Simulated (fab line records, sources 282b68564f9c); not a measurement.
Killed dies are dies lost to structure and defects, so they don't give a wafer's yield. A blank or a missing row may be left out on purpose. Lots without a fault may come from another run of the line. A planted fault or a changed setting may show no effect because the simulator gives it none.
fab line records | flow rit_cmos
record lots=6 wafers=18 last_day=7
route steps=202 shown PLDD@122 SPACER@125 NSD@131
lots that met no fault: from a run of the same line without faults
start_h: hours from the record's first day to the start of the lot's first wafer shown | wait_h: hours since the lot's step before | " the same as in the row above | L1.1+2: a row that stands for several wafers | - no value, or no start given | * or withheld: withheld | < > ~ a bound
route shown NAME@n: a module of which the file shows steps, and the number in the route of the first | usual: mean/standard deviation of fault-free wafers | same: alike in all rows | chamber/n: place in a boat | sites: the reading at each site | _std_site: their standard deviation | _edge_site: outer sites' mean less inner sites' | radius_mm: how far each site lies from the wafer's centre | mask NAME#n: copy n | behind: the tool/chamber that last shaped the wafer | hold: why the lot was held/for how many hours/how that ended | device: the transistor (n, p or np) that didn't switch | end of line: the same wafers' tests at the end of the route | a step without rows: its recipe alone | killed: dies lost to structure and defects at the first sort, not the wafer's yield | map: a wafer's dies, x killed, . not, _ none there
set.NAME: the setting as run; set.NAME@STEP: as run at that earlier step | model.NAME: the simulator's own value behind a step, which no gauge read
lots at some steps of the route; a table a step, a row a wafer
services: from which hour (start_h, from the record's first day; less than 0 if before it) a tool's chamber was out of use, for how many hours, and why
## steps
# step RIT_PLDD_IMPLANT_08
# recipe species=BF2 energy_kev=20 dose_cm2=9e+14 tilt_deg=7
# step RIT_PLDD_STRIP_09
# recipe chemistry=O2 time_s=180 resist=NOVOLAK platen_temp_c=withheld power_w=500 pressure_mtorr=4000 o2_flow_sccm=4000
# usual drypump_motor_current_A=5.6/0.46
# columns lot.wafer tool chamber start_h wait_h drypump_motor_current_A rf_hours_counter_h
L103.3 plasma_asher-03 0 99.90 0.1 5.9 -
L103.5 " 0 " " 6.0 -
L103.6 " 1 " " 5.8 -
L104.2 plasma_asher-01 0 102.75 0.1 4.7 46
L104.3 " 0 " " 4.7 -
L104.4 " 1 " " 5.2 -
L106.2 plasma_asher-03 1 115.56 0.1 5.8 46
L106.4 " 1 " " 5.8 -
L106.5 " 0 " " 5.9 -
L108.2 plasma_asher-03 1 124.10 0.1 5.8 47
L108.4 " 1 " " 5.8 -
L108.5 " 0 " " 5.9 -
L110.1 plasma_asher-02 1 133.56 0.1 5.8 2
L110.3 " 1 " " 5.8 -
L110.6 " 0 " " 5.9 -
L115.1 plasma_asher-03 1 158.71 0.1 5.8 50
L115.3 " 0 " " 6.0 -
L115.5 " 1 " " 5.8 -
# step RIT_PLDD_TW_MEAS_10
# usual PLDD_TW=2358/12
# columns lot.wafer tool chamber start_h wait_h PLDD_TW
L103.3 film_metro-01 - 100.03 0.1 2348
L103.5 " - " " 2361
L103.6 " - " " 2359
L104.2 film_metro-04 - 102.94 0.1 2337
L104.3 " - " " 2347
L104.4 " - " " 2349
L106.2 film_metro-01 - 115.74 0.1 2350
L106.4 " - " " 2368
L106.5 " - " " 2360
L108.2 film_metro-01 - 124.29 0.1 2372
L108.4 " - " " 2368
L108.5 " - " " 2373
L110.1 film_metro-01 - 133.74 0.1 2367
L110.3 " - " " 2365
L110.6 " - " " 2360
L115.1 film_metro-03 - 158.89 0.1 2363
L115.3 " - " " 2359
L115.5 " - " " 2357
# step RIT_SPACER_CLEAN_00
# recipe chemistry=SC1 mix=3:3:50 time_s=600 temp_c=75
# step RIT_SPACER_CLEAN_01
# recipe chemistry=dHF dilution=50:1 time_s=30
# step RIT_SPACER_CLEAN_02
# recipe chemistry=SC2 mix=3:3:50 time_s=600 temp_c=75 dry=n2_spin
# step RIT_SPACER_CVD_03
# recipe material=Si3N4 target_thk_nm=250 temp_c=810 precursor=SiH2Cl2/NH3 time_s=3300 pressure_mtorr=300 sih2cl2_flow_sccm=60 nh3_flow_sccm=150
# step RIT_SPACER_THK_MEAS_04
# recipe reads=Si3N4_of_SPACER_CVD_03
# usual SPACER_NITRIDE_THK=249.3/2.4
# columns lot.wafer tool chamber start_h wait_h SPACER_NITRIDE_THK[nm]
L103.3 film_metro-03 - 102.38 0.0 242.9
L103.5 " - " " 244.9
L103.6 " - " " 243.2
L104.2 film_metro-02 - 105.35 0.0 247.6
L104.3 " - " " 249.4
L104.4 " - " " 249.8
L106.2 film_metro-04 - 118.12 0.0 250.2
L106.4 " - " " 250.9
L106.5 " - " " 252.0
L108.2 film_metro-04 - 126.68 0.0 250.1
L108.4 " - " " 253.9
L108.5 " - " " 250.3
L110.1 film_metro-02 - 136.19 0.0 248.3
L110.3 " - " " 249.6
L110.6 " - " " 246.5
L115.1 film_metro-04 - 161.28 0.0 247.4
L115.3 " - " " 246.9
L115.5 " - " " 247.1
# step RIT_SPACER_ETCHBACK_05
# recipe target_depth_a=2500 SF6_flow_sccm=30 CHF3_flow_sccm=30 target=Si3N4 chemistry=SF6/CHF3 pressure_mtorr=40 rf_w=241.3 time_s=240 stop_on=SiO2
# usual drypump_motor_current_A=5.8/0.44 oes_product_au=0.840/0.013 throttle_valve_pct=10.29/0.17
# columns lot.wafer tool chamber start_h wait_h drypump_motor_current_A oes_product_au rf_hours_counter_h throttle_valve_pct
L103.3 rie_diel-04 1 102.42 0.0 6.1 0.820 44 10.00
L103.5 " 2 " " 5.3 0.829 - 10.54
L103.6 " 3 " " 5.1 0.808 - 10.58
L104.2 rie_diel-01 0 105.40 0.0 6.1 0.846 150 10.11
L104.3 " 3 " " 5.5 0.829 5 10.25
L104.4 " 1 " " 5.8 0.834 1 10.31
L106.2 rie_diel-04 2 118.17 0.0 5.3 0.844 7 10.57
L106.4 " 2 " " 5.3 0.840 - 10.55
L106.5 " 1 " " 6.1 0.849 - 10.03
L108.2 rie_diel-01 1 126.73 0.0 5.8 0.834 1 10.30
L108.4 " 0 " " 6.1 0.859 151 10.11
L108.5 " 0 " " 6.1 0.848 - 10.10
L110.1 rie_diel-02 2 136.25 0.1 5.5 0.831 152 10.36
L110.3 " 3 " " 6.2 0.833 0 10.41
L110.6 " 0 " " 5.2 0.844 - 10.30
L115.1 rie_diel-01 3 161.34 0.1 5.5 0.829 6 10.25
L115.3 " 2 " " 6.2 0.846 54 10.17
L115.5 " 1 " " 5.8 0.819 - 10.31
# step RIT_NSD_HMDS_00
# recipe prime_time_s=60 prime_temp_c=140
# step RIT_NSD_COAT_01
# recipe resist=NOVOLAK spin_rpm=3250 resist_thk_nm=1000
# step RIT_NSD_SOFTBAKE_02
# recipe resist=NOVOLAK temp_c=90 time_s=60
# step RIT_NSD_EXPOSE_03
# recipe mask_id=M9 na=0.57 target_cd_nm=40700 dose_mj=250
# usual exposure_dose_mJ_cm2=250.04/0.24 focus_offset_nm=0.0/0.55
# columns lot.wafer tool chamber start_h wait_h mask exposure_dose_mJ_cm2 focus_offset_nm
L103.3 iline_stepper-01 - 103.18 0.2 M9#0 - -
L103.5 " - " " M9#0 - -
L103.6 " - " " M9#0 - -
L104.2 iline_stepper-02 - 106.14 0.2 M9#0 - -
L104.3 " - " " M9#0 - -
L104.4 " - " " M9#0 - -
L106.2 iline_stepper-01 0 118.91 0.2 M9#0 249.70 -0.2
L106.4 " 0 " " M9#0 249.83 0.7
L106.5 " 0 " " M9#0 249.87 0.8
L108.2 iline_stepper-01 0 127.68 0.3 M9#0 249.97 -1.0
L108.4 " 0 " " M9#0 250.18 -0.8
L108.5 " 0 " " M9#0 250.05 -0.1
L110.1 iline_stepper-01 0 136.97 0.2 M9#0 249.94 -0.9
L110.3 " 0 " " M9#0 249.93 -1.3
L110.6 " 0 " " M9#0 249.94 -0.4
L115.1 iline_stepper-02 0 161.94 0.1 M9#0 250.25 -0.4
L115.3 " 0 " " M9#0 250.40 0.7
L115.5 " 0 " " M9#0 250.58 0.2
# step RIT_NSD_PEB_04
# recipe resist=NOVOLAK temp_c=withheld time_s=withheld
## services
# columns tool chamber start_h hours kind
rie_diel-04 2 78.94 5.8 repair
iline_stepper-01 - 90.49 1.7 pm
plasma_asher-02 - 108.75 9.0 pm
plasma_asher-02 0 108.75 9.0 vent_cycle
plasma_asher-02 1 108.75 9.0 vent_cycle
rie_diel-04 3 114.91 13.8 repair
rie_diel-02 3 117.52 - clean
rie_diel-02 3 117.52 15.7 scheduled_down
rie_diel-02 3 117.52 15.7 vent_cycle
plasma_asher-02 0 117.75 - clean
plasma_asher-02 1 117.75 - clean
rie_diel-04 0 123.08 3.4 repair
iline_stepper-02 - 126.80 1.7 pm
rie_diel-02 2 126.91 3.8 repair
rie_diel-02 2 136.40 - clean
rie_diel-02 2 136.40 21.3 scheduled_down
rie_diel-02 2 136.40 21.3 vent_cycle
rie_diel-01 0 146.91 - clean
rie_diel-01 0 146.91 17.6 scheduled_down
rie_diel-01 0 146.91 17.6 vent_cycle
rie_diel-04 2 154.73 7.5 repair
## key
first_sign step=RIT_NSD_EXPOSE_03 reading=tool_record direction=missing
effect none on later readings
met_at RIT_NSD_EXPOSE_03
struck_wafers L103.3,L103.5,L103.6,L104.2,L104.3,L104.4
sort_left_out L103.3,L103.5,L103.6,L104.2,L104.3,L104.4
tester_left_out L103,L104
fault kind=skipped_step_whole tool=iline_stepper-01,iline_stepper-02 chamber=- onset_h=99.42 steps=RIT_NSD_EXPOSE_03 scope=struck_lots_only
# tester_left_out: of these lots the tester's yield and bins aren't shown, on N5 and GAA mostly nor the transistor test; their killed dies are dies lost to structure and defects alone, not to doping, threshold or leakage, so they don't give the yield
# sort_left_out: the simulated sort isn't trusted on such a fault, so these wafers' sort isn't shown, and their yield isn't known
